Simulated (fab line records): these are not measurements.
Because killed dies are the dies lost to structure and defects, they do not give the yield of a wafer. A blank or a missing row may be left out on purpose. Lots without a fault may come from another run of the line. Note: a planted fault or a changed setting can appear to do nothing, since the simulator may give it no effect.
Split-lot study + flow berkeleyCmos170 + on a route of 331 steps: 5 lots, 23 wafers read

== ON THE SPLIT ==
At UCB170_M1_PEB_07, the setting pebTempC was moved away from the recipe's 130 C on 8 of the 23 wafers read, by -1.5% to +1.9%. All remaining wafers had this setting at the recipe value.

== FROM THE SPLIT TO THE READING: what the file shows between them, 5 steps ==
- UCB170_M1_DEVELOP_08: develop time 45 s
- UCB170_M1_CD_MEAS_09: target cd 700 nm
- UCB170_M1_ETCH_11: etches BARC in N2/H2
- UCB170_M1_METAL_ETCH_12: etches Al in Cl2/BCl3, stops on PSG, target depth 780 nm, time 130 s
- UCB170_M1_STRIP_13: strips in O2

== THE READING ==
cdNm at UCB170_M1_CD_MEAS_90, given in nm (cd target 700 nm). Fault-free wafers of this fab line usually give 700 nm, standard deviation 3.8 nm.

| wafer  | tool, chamber at the split | pebTempC as run, C | against the recipe | cdNm, nm | against lot-mates on the recipe |
|--------|----------------------------|--------------------|--------------------|----------|---------------------------------|
| L074.1 | lithoTrack-03, 0           | 132.5              | +1.9%              | 690      | -14                             |
| L074.2 | lithoTrack-03, 0           | 132.5              | +1.9%              | 688      | -16                             |
| L074.4 | lithoTrack-03, 0           | 132.5              | +1.9%              | 690      | -14                             |
| L074.5 | lithoTrack-03, 0           | 130                | recipe             | 704      | -                               |
| L074.6 | lithoTrack-03, 0           | 130                | recipe             | 705      | -                               |
| L076.1 | lithoTrack-03, 0           | 131.7              | +1.3%              | 686      | -10                             |
| L076.2 | lithoTrack-03, 0           | 130                | recipe             | 697      | -                               |
| L076.3 | lithoTrack-03, 0           | 130                | recipe             | 696      | -                               |
| L076.4 | lithoTrack-03, 0           | 131.7              | +1.3%              | 687      | -9                              |
| L076.5 | lithoTrack-03, 0           | 130                | recipe             | 695      | -                               |
| L081.1 | lithoTrack-02, 0           | 130                | recipe             | 701      | -                               |
| L081.3 | lithoTrack-02, 0           | 130                | recipe             | 706      | -                               |
| L081.5 | lithoTrack-02, 0           | 130                | recipe             | 704      | -                               |
| L083.1 | lithoTrack-02, 0           | 130                | recipe             | 700      | -                               |
| L083.2 | lithoTrack-02, 0           | 130                | recipe             | 706      | -                               |
| L083.3 | lithoTrack-02, 0           | 130                | recipe             | 698      | -                               |
| L083.5 | lithoTrack-02, 0           | 130                | recipe             | 698      | -                               |
| L083.6 | lithoTrack-02, 0           | 130                | recipe             | 704      | -                               |
| L084.2 | lithoTrack-01, 0           | 128.1              | -1.5%              | 715      | +16                             |
| L084.3 | lithoTrack-01, 0           | 128.1              | -1.5%              | 716      | +18                             |
| L084.4 | lithoTrack-01, 0           | 130                | recipe             | 693      | -                               |
| L084.5 | lithoTrack-01, 0           | 130                | recipe             | 704      | -                               |
| L084.6 | lithoTrack-01, 0           | 128.1              | -1.5%              | 707      | +8                              |

FIT RESULTS
A straight line over all 23 wafers: cdNm changes by -7.45 nm for each +1% of pebTempC; r = -0.86; the points scatter about the line by 4.3 nm.
The same after taking each lot's own level away (the mean of its wafers on the recipe; 23 wafers): -8.44 nm for each +1%; r = -0.94; scatter 3 nm.
On that fit, the largest move of pebTempC shifts the reading by 16 nm.
The span of the lots' own levels, 696.0 to 704.5 nm, comes to 2.2 times the standard deviation stated above.
Hence the slope depends on the lot-to-lot level, as the two fits are not the same.
Check: for one of the wafers moved furthest among these (+1.9%), held out of the fit, the line's prediction against its lot-mates is -16 nm. Against them it came out at -14.5 nm.

== OTHER SPLITS ON THESE WAFERS ==
Before the reading, these wafers also passed through other splits. Each is held against what the fit with the lots' levels taken away leaves over:
| other split on the same wafers     | wafers away from the commonest value | r with cdNm (lot level and that fit taken away) |
|------------------------------------|--------------------------------------|-------------------------------------------------|
| UCB170_NWELL_OXIDATION_01 tempC    | 5                                    | -0.02                                           |
| UCB170_NWELL_IMPLANT_14 energyKev  | 7                                    | -0.02                                           |
| UCB170_PWELL_OXIDATION_02 oxTimeS  | 10                                   | +0.05                                           |
| UCB170_PFIELD_IMPLANT_07 energyKev | 5                                    | +0.34                                           |
| UCB170_NLDD_EXPOSE_03 doseMj       | 8                                    | -0.03                                           |
| UCB170_SPACER_CVD_00 timeS         | 8                                    | -0.09                                           |
| UCB170_NSD_PEB_04 pebTempC         | 5                                    | -0.07                                           |
| UCB170_CONTACT_CVD_01 tempC        | 15                                   | -0.10                                           |
| UCB170_CONTACT_COAT_10 resistThkNm | 9                                    | +0.44                                           |

== THE WHOLE CHAIN: every reading that the file lists as answering this split, in the file's order ==
| step                 | what it does         | reading                                                  | change (the file's fit)              | r (the file's) |
|----------------------|----------------------|----------------------------------------------------------|--------------------------------------|----------------|
| UCB170_M1_CD_MEAS_09 | target cd 700 nm     | cdNm                                                     | -8.38 nm for each +1% of the setting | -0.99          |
| UCB170_M1_ETCH_11    | etches BARC in N2/H2 | M1.cdNm (the simulator's own value, which no gauge read) | -8.39 nm for each +1% of the setting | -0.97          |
| UCB170_M1_CD_MEAS_90 | target cd 700 nm     | cdNm                                                     | -8.2 nm for each +1% of the setting  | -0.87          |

== THE FILE'S OWN FIT ==
cdNm changes by -8.2 nm for each +1% of pebTempC, r = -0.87.
